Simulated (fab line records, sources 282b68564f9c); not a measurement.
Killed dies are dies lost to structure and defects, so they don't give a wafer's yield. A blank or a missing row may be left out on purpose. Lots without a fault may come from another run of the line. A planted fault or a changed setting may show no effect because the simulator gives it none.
Which tool did it? | flow rit_cmos | 14 lots, 42 wafers sampled, at 2 steps of a route of 202

WHAT THE GAUGES READ, wafer by wafer
RIT_M1_CD_MEAS_90: target cd 2600 nm. Usual: cd_nm 2601 nm, standard deviation 3.1.
lot  | measured    | on        | cd_nm (nm)     | flag
L509 | day 3 10:23 | cd_sem-02 | 2596 2599 2595 |
L510 | day 3 16:10 | cd_sem-02 | 2603 2602 2604 |
L512 | day 4 04:31 | cd_sem-02 | 2599 2599 2602 |
L513 | day 4 09:19 | cd_sem-02 | 2598 2599 2600 |
L514 | day 4 13:07 | cd_sem-01 | 2605 2601 2597 |
L517 | day 5 04:59 | cd_sem-02 | 2600 2602 2601 |
L518 | day 5 10:39 | cd_sem-02 | 2576 2599 2598 | OFF
L520 | day 5 17:30 | cd_sem-02 | 2600 2602 2600 |
L521 | day 5 21:31 | cd_sem-02 | 2582 2605 2584 | OFF
L522 | day 6 01:44 | cd_sem-02 | 2601 2601 2605 |
L523 | day 6 10:15 | cd_sem-01 | 2600 2601 2600 |
L525 | day 6 20:51 | cd_sem-02 | 2599 2599 2599 |
L529 | day 7 12:44 | cd_sem-02 | 2595 2598 2598 |
L531 | day 8 03:04 | cd_sem-02 | 2602 2602 2603 |

WHICH TOOL RAN EACH LOT (tool, then ch and the chambers of the sampled wafers, then the start)
lot  | RIT_M1_METAL_ETCH_12
L509 | rie_metal-03 ch 0,1, day 3 09:51
L510 | rie_metal-02 ch 0,1, day 3 15:39
L512 | rie_metal-03 ch 0,1, day 4 04:00
L513 | rie_metal-02 ch 0, day 4 08:48
L514 | rie_metal-01 ch 0,1, day 4 12:26
L517 | rie_metal-01 ch 0,1, day 5 04:29
L518 | rie_metal-03 ch 0,1, day 5 10:10
L520 | rie_metal-01 ch 0,1, day 5 16:59
L521 | rie_metal-03 ch 0,1, day 5 20:59
L522 | rie_metal-02 ch 0,1, day 6 01:14
L523 | rie_metal-01 ch 0,1, day 6 09:45
L525 | rie_metal-01 ch 0,1, day 6 20:21
L529 | rie_metal-02 ch 0,1, day 7 12:14
L531 | rie_metal-02 ch 0,1, day 8 02:32
- RIT_M1_METAL_ETCH_12: etches Al in Cl2/BCl3, stops on SiO2, time 165 s, target depth 600 nm.

WHAT THE TOOLS THEMSELVES READ (means of the sampled wafers that have a number; where no wafer has one, the mark that the record gives instead)
RIT_M1_METAL_ETCH_12. Usual: drypump_motor_current_A 5.5 A, standard deviation 0.42; oes_product_au 0.770 a.u., standard deviation 0.0096; rf_fwd_power_W 248.9 W, standard deviation 0.8; throttle_valve_pct 8.32 %, standard deviation 0.17.
lot  | tool         | drypump_motor_current_A (A) | oes_product_au (a.u.) | rf_fwd_power_W (W) | throttle_valve_pct (%) | flag
L509 | rie_metal-03 | 6.0                         | 0.769                 | 248.8              | 8.38                   |
L510 | rie_metal-02 | 5.3                         | 0.765                 | 248.6              | 8.43                   |
L512 | rie_metal-03 | 6.0                         | 0.764                 | 248.8              | 8.38                   |
L513 | rie_metal-02 | 5.3                         | 0.772                 | 247.7              | 8.58                   |
L514 | rie_metal-01 | 4.9                         | 0.767                 | 249.9              | 8.21                   |
L517 | rie_metal-01 | 5.2                         | 0.768                 | 249.0              | 8.30                   |
L518 | rie_metal-03 | 6.0                         | 0.776                 | 282.0              | 8.37                   | OFF
L520 | rie_metal-01 | 5.0                         | 0.760                 | 248.6              | 8.19                   |
L521 | rie_metal-03 | 5.9                         | 0.773                 | 315.9              | 8.29                   | OFF
L522 | rie_metal-02 | 5.3                         | 0.774                 | 249.0              | 8.30                   |
L523 | rie_metal-01 | 5.3                         | 0.773                 | 248.8              | 8.30                   |
L525 | rie_metal-01 | 5.0                         | 0.772                 | 249.8              | 8.21                   |
L529 | rie_metal-02 | 5.3                         | 0.784                 | 248.9              | 8.43                   |
L531 | rie_metal-02 | 5.3                         | 0.782                 | 249.1              | 8.30                   |

THE ANSWER, worked out from the rows above alone
Rule: a lot is off if the mean of its wafers that have a number lies more than 3 standard deviations from the usual mean. A lot without any number at a reading at which 4 lots or more have one is off too. The other lots that the step has rows for count as sound. The gauges are gone through in route order, then the tools' own readings, and for those a lot's mean is taken as printed above. The first step at which some lot is off is used, and at that step the reading that is off furthest; a lot without a number counts as furthest.
Off: L518, L521, at RIT_M1_CD_MEAS_90 (cd_nm).
A tool fits if, at a process step before that reading, it ran every lot that is off, and no sound lot after the first of them. The gauges at RIT_M1_CD_MEAS_90 aren't tried: what is off there is off at RIT_M1_METAL_ETCH_12 too, on other tools, and a gauge's error can't cause that. One fits: rie_metal-03 at RIT_M1_METAL_ETCH_12. Its last sound lot is L512 (day 4 04:00), its first lot that is off L518 (day 5 10:10): a fault that began between those two fits.
The tool's own readings at RIT_M1_METAL_ETCH_12 bear it out: on the lots that are off they differ by more than 5 times the standard deviation of the sound lots' means. rf_fwd_power_W reads 298.9 W there against 248.9 W on the sound lots.

WHAT THE SIMULATOR HAD PUT IN
Process parameter drift: rie_metal-03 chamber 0, from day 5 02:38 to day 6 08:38, at RIT_M1_METAL_ETCH_12. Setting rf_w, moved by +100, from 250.
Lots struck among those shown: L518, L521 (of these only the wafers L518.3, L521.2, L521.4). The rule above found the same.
